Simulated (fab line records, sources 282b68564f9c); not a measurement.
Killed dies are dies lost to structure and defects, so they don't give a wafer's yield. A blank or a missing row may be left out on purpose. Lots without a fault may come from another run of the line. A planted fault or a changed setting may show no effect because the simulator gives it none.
A struck lot beside a sound one | flow rit_cmos | 15 steps out of a route of 202
Sound: wafers L430.1, L430.4, L430.6. Struck: wafer L441.1. (L441.2, L441.4 of the same lot were not struck and are left out.) The cause comes at the end.
At each step with rows: each side's tool, then ch and its chambers, then its first start. Under that, the readings that differ: sound wafers | struck wafers | difference of the means | sigmas: that difference in standard deviations of wafers without a fault.
alike: readings whose means differ by less than 2 such deviations, and words and numbers that are the same on both sides. not compared: withheld readings, readings that some wafer has no value for, bounds like >300 that may hide the same value, and numbers for which the record gives no deviation and whose values overlap.
The two part at a step that has a row with sigmas, a row that says differs or no value, or rows on one side only. Numbers that don't overlap but have no deviation are shown without sigmas and don't part them. A reading that every wafer of one side lacks parts them only if that side has two wafers or more.

RIT_SILICIDE_RTA_06: time 10 s, ramp up 5 s, ramp down 10 s.
  sound on rtp_anneal-01 ch 0, day 4 05:53; struck on rtp_anneal-01 ch 0, day 6 09:20
  alike: wafer_temp_C_max
RIT_CONTACT_CVD_00: deposits SiO2 from TEOS, target thk 400 nm, time 61 s.
  sound on pecvd-02 ch 0,1,2, day 4 05:57; struck on pecvd-02 ch 2, day 6 09:23
  alike: heater_power_w
RIT_CONTACT_THK_MEAS_01:
  sound on film_metro-03, day 4 06:00; struck on film_metro-03, day 6 09:26
  alike: CONTACT_TEOS_THK
then, 6 steps without rows for these wafers: RIT_CONTACT_HMDS_02 (prime time 60 s); RIT_CONTACT_COAT_03 (resist thk 1000 nm); RIT_CONTACT_SOFTBAKE_04 (time 60 s); RIT_CONTACT_EXPOSE_05 (exposes mask M11, target cd 1000 nm); RIT_CONTACT_PEB_06; RIT_CONTACT_DEVELOP_07 (develop time 120 s).
RIT_CONTACT_CD_MEAS_08: target cd 1000 nm.
  sound on cd_sem-02, day 4 07:13; struck on cd_sem-02, day 6 10:28
  alike: cd_nm
RIT_CONTACT_OVL_MEAS_09:
  sound on overlay-01, day 4 07:20; struck on overlay-01, day 6 10:35
  alike: CONTACT_OVL
then, 1 step without rows for these wafers: RIT_CONTACT_HARDBAKE_10 (time 60 s).
RIT_CONTACT_ETCH_11: etches SiO2 in CHF3/CF4/Ar, stops on TiSi2, target depth 480 nm, time 320 s.
  sound on rie_diel-02 ch 0,1,3, day 4 07:42; struck on rie_diel-02 ch 3, day 6 10:59
  reading        | sound       | struck  | difference | sigmas
  over_etch_frac | 0.2 0.2 0.2 | 0.22249 | +0.02249   |
  alike: CHF3_flow_sccm, drypump_motor_current_A, oes_product_au, throttle_valve_pct
  not compared: rf_hours_counter_h
RIT_CONTACT_STRIP_12: strips in O2, time 180 s.
  sound on plasma_asher-02 ch 0,1, day 4 07:54; struck on plasma_asher-01 ch 0, day 6 11:10
  alike: drypump_motor_current_A
  not compared: rf_hours_counter_h
RIT_M1_PROBE_99:
  sound on prober-02, day 4 12:43; struck on prober-02, day 6 16:01
  reading      | sound | struck | difference | sigmas
  killed_short | 8 6 6 | 2      | -5         | -3
  alike: killed_at_M0_to_M3, killed_at_contacts, killed_at_front_end, killed_dies, killed_open

WHERE THEY PART
Only at RIT_M1_PROBE_99, within this record.

WHY: what the simulator had put in
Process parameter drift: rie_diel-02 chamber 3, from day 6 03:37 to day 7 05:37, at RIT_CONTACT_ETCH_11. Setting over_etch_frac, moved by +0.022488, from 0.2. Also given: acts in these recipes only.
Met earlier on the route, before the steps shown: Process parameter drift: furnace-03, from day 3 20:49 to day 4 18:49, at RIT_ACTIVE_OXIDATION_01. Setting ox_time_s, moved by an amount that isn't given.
